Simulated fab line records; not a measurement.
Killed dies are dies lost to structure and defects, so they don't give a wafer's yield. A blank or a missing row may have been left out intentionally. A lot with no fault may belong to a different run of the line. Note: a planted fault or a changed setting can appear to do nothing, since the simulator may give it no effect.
Lot-split experiment -- flow rit-cmos -- route with 202 steps; 5 lots, 23 wafers read

== THE SPLIT ITSELF ==
At RIT_M1_SPUTTER_00 (material Al, target thk 400 nm, time 500 s), the setting time-s was moved away from the recipe's 500 s on 6 of the 23 wafers read, by -13.8% to +8.0%. This setting was run at the recipe's value on the other wafers.

== BETWEEN THE SPLIT AND THE READING: the file shows 1 step in between ==
- RIT_M1_RS_MEAS_01: measures by four-point-probe

== THE READING ==
M1_AL_THK, in nm, at RIT_M1_THK_MEAS_02 (measures by xrf). A value of 398 nm with a standard deviation of 5 nm is what fault-free wafers of this fab line usually give.

wafer,"tool, chamber at the split","time-s as run, s",against the recipe,"M1_AL_THK, nm",against lot-mates on the recipe
L078.1,"pvd-sputter-04, -",500,recipe,398,-
L078.2,"pvd-sputter-04, -",500,recipe,403,-
L078.5,"pvd-sputter-04, -",500,recipe,394,-
L079.1,"pvd-sputter-01, -",500,recipe,391,-
L079.2,"pvd-sputter-01, -",500,recipe,392,-
L079.3,"pvd-sputter-01, -",500,recipe,390,-
L079.5,"pvd-sputter-01, -",500,recipe,395,-
L079.6,"pvd-sputter-01, -",500,recipe,394,-
L080.1,"pvd-sputter-04, -",539.8,+8.0%,434,+37
L080.2,"pvd-sputter-04, -",500,recipe,399,-
L080.3,"pvd-sputter-04, -",539.8,+8.0%,427,+30
L080.4,"pvd-sputter-04, -",500,recipe,399,-
L080.5,"pvd-sputter-04, -",500,recipe,394,-
L084.1,"pvd-sputter-04, -",500,recipe,400,-
L084.2,"pvd-sputter-04, -",500,recipe,405,-
L084.3,"pvd-sputter-04, -",431.2,-13.8%,343,-59
L084.5,"pvd-sputter-04, -",431.2,-13.8%,349,-53
L084.6,"pvd-sputter-04, -",500,recipe,402,-
L085.2,"pvd-sputter-01, -",500,recipe,397,-
L085.3,"pvd-sputter-01, -",500,recipe,398,-
L085.4,"pvd-sputter-01, -",439.6,-12.1%,355,-45
L085.5,"pvd-sputter-01, -",439.6,-12.1%,351,-49
L085.6,"pvd-sputter-01, -",500,recipe,405,-

THE FIT
A straight line over all 23 wafers: M1_AL_THK changes by +3.8 nm for each +1% of time-s; r = +0.98; the points scatter about the line by 4.4 nm.
The same after taking each lot's own level away (the mean of its wafers on the recipe; 23 wafers): +4.04 nm for each +1%; r = +0.99; scatter 3 nm.
On that fit, the largest move of time-s shifts the reading by 56 nm.
From 392.4 to 402.3 nm: that is the span of the lots' own levels, equal to 2.0 times the standard deviation above.
The two slopes are in agreement: the lot-to-lot level therefore moves the slope only a little.
Check: for one of the wafers moved furthest among these (-13.8%), held out of the fit, the line's prediction against its lot-mates is -54.1 nm. Against them it came out at -59.3 nm.

== ADDITIONAL SPLITS CARRIED BY THESE WAFERS ==
Note: prior to the reading, these wafers also went through further splits. Each is held against what the fit with the lots' levels taken away leaves over:
other split on the same wafers,wafers away from the commonest value,r with M1_AL_THK (lot level and that fit taken away)
RIT_CONTACT_EXPOSE_05 dose-mj,7,+0.03

== THE WHOLE CHAIN: every reading that the file lists as answering this split, in the file's order ==
step,what it does,reading,change (the file's fit),r (the file's)
RIT_M1_SPUTTER_00,"material Al, target thk 400 nm, time 500 s","Al_of_M1_SPUTTER_00.thk-nm (the simulator's own value, which no gauge read)",+4.06 nm for each +1% of the setting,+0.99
RIT_M1_RS_MEAS_01,measures by four-point-probe,M1_AL_RS,-0.000845 for each +1% of the setting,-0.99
RIT_M1_THK_MEAS_02,measures by xrf,M1_AL_THK,+4.03 for each +1% of the setting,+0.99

== THE FILE'S OWN FIT ==
M1_AL_THK changes by +4.03 nm for each +1% of time-s, r = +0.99.
